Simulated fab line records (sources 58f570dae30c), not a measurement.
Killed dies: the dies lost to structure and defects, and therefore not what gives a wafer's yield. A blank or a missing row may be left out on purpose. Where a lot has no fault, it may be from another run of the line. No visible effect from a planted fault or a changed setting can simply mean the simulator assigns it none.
Which tool is to blame? :: flow berkeleyCmos170 :: Sampling: 14 lots, 42 wafers, 4 of 331 route steps

== WHAT THE GAUGES SHOWED, per wafer ==
UCB170_M2_CD_MEAS_15: target cd 700 nm.
lot: L218
measured: day 8 08:14
on: cdSem-02
cdNm (nm): 702.2 701.4 701.1

lot: L219
measured: day 8 23:26
on: cdSem-02
cdNm (nm): 704.3 704.5 703.4

lot: L220
measured: day 8 23:44
on: cdSem-02
cdNm (nm): 701.3 701.2 702.1

lot: L222
measured: day 9 08:56
on: cdSem-02
cdNm (nm): 699.1 700.9 698.5

lot: L223
measured: day 9 10:11
on: cdSem-02
cdNm (nm): 701.8 702.5 702.3

lot: L224
measured: day 9 23:50
on: cdSem-01
cdNm (nm): 701.4 702.1 701.5

lot: L225
measured: day 9 23:58
on: cdSem-01
cdNm (nm): 700.9 698.6 700.3

lot: L227
measured: day 10 16:52
on: cdSem-01
cdNm (nm): 699.4 699.4 699.4

lot: L232
measured: day 11 18:10
on: cdSem-02
cdNm (nm): 701.0 701.9 701.2

lot: L234
measured: day 11 20:50
on: cdSem-01
cdNm (nm): 700.7 698.9 699.6

lot: L237
measured: day 12 20:29
on: cdSem-01
cdNm (nm): 701.0 701.2 699.8

lot: L238
measured: day 13 06:29
on: cdSem-02
cdNm (nm): 701.3 700.9 701.0

lot: L241
measured: day 13 20:55
on: cdSem-02
cdNm (nm): 698.2 698.6 699.0

lot: L240
measured: day 13 23:57
on: cdSem-01
cdNm (nm): 701.2 701.0 701.3

UCB170_V2_THK_MEAS_01.
lot: L218
measured: day 8 09:11
on: filmMetro-02
V2_TEOS_THK (nm): 1988 1963 2004

lot: L219
measured: day 9 00:11
on: filmMetro-02
V2_TEOS_THK (nm): 1966 1941 1961

lot: L220
measured: day 9 00:39
on: filmMetro-02
V2_TEOS_THK (nm): 1988 2012 1991

lot: L222
measured: day 9 09:42
on: filmMetro-02
V2_TEOS_THK (nm): 2005 1978 2006

lot: L223
measured: day 9 11:07
on: filmMetro-01
V2_TEOS_THK (nm): 1975 2030 2019

lot: L224
measured: day 10 00:35
on: filmMetro-01
V2_TEOS_THK (nm): 1975 1997 2034

lot: L225
measured: day 10 00:45
on: filmMetro-02
V2_TEOS_THK (nm): 1957 2007 2001

lot: L227
measured: day 10 17:36
on: filmMetro-02
V2_TEOS_THK (nm): 1958 1995 2026

lot: L232
measured: day 11 18:55
on: filmMetro-02
V2_TEOS_THK (nm): 1971 1975 1996

lot: L234
measured: day 11 21:34
on: filmMetro-01
V2_TEOS_THK (nm): 1962 2000 1970

lot: L237
measured: day 12 21:15
on: filmMetro-01
V2_TEOS_THK (nm): 1968 1996 1978

lot: L238
measured: day 13 07:15
on: filmMetro-04
V2_TEOS_THK (nm): 1973 1968 1960

lot: L241
measured: day 13 21:40
on: filmMetro-01
V2_TEOS_THK (nm): 1975 2001 1993

lot: L240
measured: day 14 00:43
on: filmMetro-02
V2_TEOS_THK (nm): 1981 1934 1978

UCB170_V2_CD_MEAS_90: target cd 700 nm.
lot: L218
measured: day 8 11:19
on: cdSem-01
cdNm (nm): 700.1 700.3 699.8

lot: L219
measured: day 9 02:25
on: cdSem-01
cdNm (nm): 698.1 698.9 698.5

lot: L220
measured: day 9 02:50
on: cdSem-01
cdNm (nm): 703.1 703.1 701.5

lot: L222
measured: day 9 11:41
on: cdSem-01
cdNm (nm): 697.5 697.5 698.5

lot: L223
measured: day 9 13:15
on: cdSem-01
cdNm (nm): 699.2 698.8 699.7

lot: L224
measured: day 10 02:57
on: cdSem-02
cdNm (nm): 702.1 701.1 701.6

lot: L225
measured: day 10 03:14
on: cdSem-02
cdNm (nm): 697.9 698.7 696.9

lot: L227
measured: day 10 19:46
on: cdSem-02
cdNm (nm): 698.6 698.9 697.9

lot: L232
measured: day 11 22:01
on: cdSem-01
cdNm (nm): 702.4 701.6 703.1

lot: L234
measured: day 11 23:50
on: cdSem-01
cdNm (nm): 699.1 699.8 699.2

lot: L237
measured: day 12 23:35
on: cdSem-02
cdNm (nm): 698.9 700.0 700.7

lot: L238
measured: day 13 09:16
on: cdSem-01
cdNm (nm): 699.3 702.4 701.0

lot: L241
measured: day 13 23:40
on: cdSem-02
cdNm (nm): 699.1 698.6 699.1

lot: L240
measured: day 14 03:27
on: cdSem-02
cdNm (nm): 700.3 701.7 701.4

== WHICH TOOL RAN EACH LOT (tool, then ch and the chambers of the sampled wafers, then the start) ==
lot: L218
UCB170_PVT_STRIP_08: plasmaAsher-04 ch 0,1, day 6 07:24

lot: L219
UCB170_PVT_STRIP_08: plasmaAsher-04 ch 0,1, day 6 20:29

lot: L220
UCB170_PVT_STRIP_08: plasmaAsher-03 ch 0,1, day 6 21:46

lot: L222
UCB170_PVT_STRIP_08: plasmaAsher-04 ch 0,1, day 7 10:08

lot: L223
UCB170_PVT_STRIP_08: plasmaAsher-03 ch 0,1, day 7 10:18

lot: L224
UCB170_PVT_STRIP_08: plasmaAsher-03 ch 0,1, day 7 23:07

lot: L225
UCB170_PVT_STRIP_08: plasmaAsher-03 ch 0,1, day 8 01:56

lot: L227
UCB170_PVT_STRIP_08: plasmaAsher-03 ch 0,1, day 8 15:26

lot: L232
UCB170_PVT_STRIP_08: plasmaAsher-03 ch 0, day 9 20:12

lot: L234
UCB170_PVT_STRIP_08: plasmaAsher-03 ch 0,1, day 9 20:31

lot: L237
UCB170_PVT_STRIP_08: plasmaAsher-04 ch 0,1, day 10 16:30

lot: L238
UCB170_PVT_STRIP_08: plasmaAsher-02 ch 0,1, day 11 08:13

lot: L241
UCB170_PVT_STRIP_08: plasmaAsher-02 ch 0,1, day 11 20:31

lot: L240
UCB170_PVT_STRIP_08: plasmaAsher-04 ch 0,1, day 11 21:23
- UCB170_PVT_STRIP_08: strips in O2.

== WHAT THE TOOLS THEMSELVES READ (means of the sampled wafers that have a number; where no wafer has one, the mark that the record gives instead) ==
UCB170_PVT_STRIP_08.
lot: L218
tool: plasmaAsher-04
drypumpMotorCurrentA (A): 5.4
oesProductAu (a.u.): 0.734
stripTimeToEndpointS (s): 21.61

lot: L219
tool: plasmaAsher-04
drypumpMotorCurrentA (A): 5.3
oesProductAu (a.u.): 0.737
stripTimeToEndpointS (s): 21.50

lot: L220
tool: plasmaAsher-03
drypumpMotorCurrentA (A): 5.9
oesProductAu (a.u.): 0.735
stripTimeToEndpointS (s): 21.66

lot: L222
tool: plasmaAsher-04
drypumpMotorCurrentA (A): 5.3
oesProductAu (a.u.): 0.738
stripTimeToEndpointS (s): 21.68

lot: L223
tool: plasmaAsher-03
drypumpMotorCurrentA (A): 5.9
oesProductAu (a.u.): 0.734
stripTimeToEndpointS (s): 21.70

lot: L224
tool: plasmaAsher-03
drypumpMotorCurrentA (A): 6.1
oesProductAu (a.u.): 0.734
stripTimeToEndpointS (s): 21.58

lot: L225
tool: plasmaAsher-03
drypumpMotorCurrentA (A): 6.0
oesProductAu (a.u.): 0.734
stripTimeToEndpointS (s): 21.61

lot: L227
tool: plasmaAsher-03
drypumpMotorCurrentA (A): 6.0
oesProductAu (a.u.): 0.734
stripTimeToEndpointS (s): 21.59

lot: L232
tool: plasmaAsher-03
drypumpMotorCurrentA (A): 5.9
oesProductAu (a.u.): 0.736
stripTimeToEndpointS (s): 21.63

lot: L234
tool: plasmaAsher-03
drypumpMotorCurrentA (A): 6.0
oesProductAu (a.u.): 0.732
stripTimeToEndpointS (s): 21.60

lot: L237
tool: plasmaAsher-04
drypumpMotorCurrentA (A): 5.3
oesProductAu (a.u.): 0.734
stripTimeToEndpointS (s): 21.53

lot: L238
tool: plasmaAsher-02
drypumpMotorCurrentA (A): 6.3
oesProductAu (a.u.): 0.727
stripTimeToEndpointS (s): 21.69

lot: L241
tool: plasmaAsher-02
drypumpMotorCurrentA (A): 6.5
oesProductAu (a.u.): 0.733
stripTimeToEndpointS (s): 21.60

lot: L240
tool: plasmaAsher-04
drypumpMotorCurrentA (A): 5.3
oesProductAu (a.u.): 0.731
stripTimeToEndpointS (s): 21.68

== THE ANSWER, worked out from the rows above alone ==
Rule: the lots themselves supply what counts as usual. The widest of any qualifying gaps counts: lots, ordered by their means at a reading, are off when they make up no more than a third of the lots, leave a main group of 4 or more, and stand apart from it by 3 or more times the standard deviation of that group's means. A main group is skipped when, at the precision printed for the reading in the tables above, its means are all equal. A lot without any number at a reading at which 4 lots or more have one is off too. All remaining lots with rows at the step are treated as sound. The gauges are gone through in route order, then the tools' own readings, and for those a lot's mean is taken as printed above. At the first step where some lot is off, the reading lying furthest off is the one used; lots without a number count as furthest.
No lot is off at any reading shown: from this, nothing can be told.

== WHAT WAS PUT IN BY THE SIMULATOR ==
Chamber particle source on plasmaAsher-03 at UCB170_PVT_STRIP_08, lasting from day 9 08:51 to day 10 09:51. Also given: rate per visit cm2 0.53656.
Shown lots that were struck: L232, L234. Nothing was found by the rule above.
